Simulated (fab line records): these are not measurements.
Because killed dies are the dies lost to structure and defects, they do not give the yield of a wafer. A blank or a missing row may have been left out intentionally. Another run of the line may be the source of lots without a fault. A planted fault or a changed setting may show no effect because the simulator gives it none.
Split-lot experiment | flow berkeley_cmos170 | 5 lots, 23 wafers read, on a route of 331 steps

SPLIT DETAILS
At UCB170_M3_COAT_10 (resist thk 900 nm), the setting spin_rpm was moved away from the recipe's 1500 rpm on 6 of the 23 wafers read, by -4.3% to +7.3%. The other wafers ran this setting at the recipe's value.

The split's own step is where the reading is taken.

THE READING
KrF_of_M3_COAT_10.thk_nm (the simulator's own value, which no gauge read), in nm, at UCB170_M3_COAT_10 (resist thk 900 nm). The file does not state a usual value for it. Average 900.7 nm, standard deviation 2.7 nm, over the 17 wafers here run with the recipe.

wafer  | tool, chamber at the split | spin_rpm as run, rpm | against the recipe | KrF_of_M3_COAT_10.thk_nm, nm | against lot-mates on the recipe
L074.1 | litho_track-03, 0          | 1500                 | recipe             | 903                          | -
L074.2 | litho_track-03, 0          | 1500                 | recipe             | 901.6                        | -
L074.4 | litho_track-03, 0          | 1500                 | recipe             | 903.4                        | -
L074.5 | litho_track-03, 0          | 1500                 | recipe             | 904.3                        | -
L074.6 | litho_track-03, 0          | 1500                 | recipe             | 901.4                        | -
L075.1 | litho_track-02, 0          | 1609                 | +7.3%              | 865                          | -32.2
L075.2 | litho_track-02, 0          | 1609                 | +7.3%              | 867.5                        | -29.7
L075.3 | litho_track-02, 0          | 1500                 | recipe             | 897.2                        | -
L075.4 | litho_track-02, 0          | 1500                 | recipe             | 899                          | -
L075.6 | litho_track-02, 0          | 1500                 | recipe             | 895.5                        | -
L079.1 | litho_track-03, 0          | 1435                 | -4.3%              | 919                          | +18.7
L079.2 | litho_track-03, 0          | 1435                 | -4.3%              | 918.5                        | +18.2
L079.3 | litho_track-03, 0          | 1500                 | recipe             | 901.2                        | -
L079.5 | litho_track-03, 0          | 1500                 | recipe             | 899                          | -
L079.6 | litho_track-03, 0          | 1500                 | recipe             | 900.7                        | -
L081.1 | litho_track-03, 0          | 1500                 | recipe             | 901.9                        | -
L081.2 | litho_track-03, 0          | 1500                 | recipe             | 905.9                        | -
L081.4 | litho_track-03, 0          | 1554                 | +3.6%              | 886                          | -17.3
L081.5 | litho_track-03, 0          | 1500                 | recipe             | 902                          | -
L081.6 | litho_track-03, 0          | 1554                 | +3.6%              | 885.3                        | -18.0
L085.1 | litho_track-04, 0          | 1500                 | recipe             | 896.8                        | -
L085.3 | litho_track-04, 0          | 1500                 | recipe             | 898.9                        | -
L085.6 | litho_track-04, 0          | 1500                 | recipe             | 899.4                        | -

FIT RESULTS
A straight line over all 23 wafers: KrF_of_M3_COAT_10.thk_nm changes by -4.51 nm for each +1% of spin_rpm; r = -0.98; the points scatter about the line by 2.6 nm.
The same after taking each lot's own level away (the mean of its wafers on the recipe; 23 wafers): -4.35 nm for each +1%; r = -0.99; scatter 1.4 nm.
The reading moves by 32 nm for the largest change in spin_rpm, on that fit.
From 897.23 to 903.27 nm: that is the span of the lots' own levels, equal to 2.2 times the standard deviation above.
The two slopes are in agreement: the lot-to-lot level therefore moves the slope only a little.
Check: for one of the wafers moved furthest among these (+7.3%), held out of the fit, the line's prediction against its lot-mates is -31.5 nm. Against them it came out at -32.2 nm.

THE OTHER SPLITS THESE WAFERS WENT THROUGH
Note: prior to the reading, these wafers also went through further splits. Each is held against what the fit with the lots' levels taken away leaves over:
other split on the same wafers | wafers away from the commonest value | r with KrF_of_M3_COAT_10.thk_nm (lot level and that fit taken away)
UCB170_M3_COAT_05 spin_rpm     | 9                                    | +0.17

THE FILE'S OWN FIT
KrF_of_M3_COAT_10.thk_nm changes by -4.36 nm for each +1% of spin_rpm, r = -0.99.
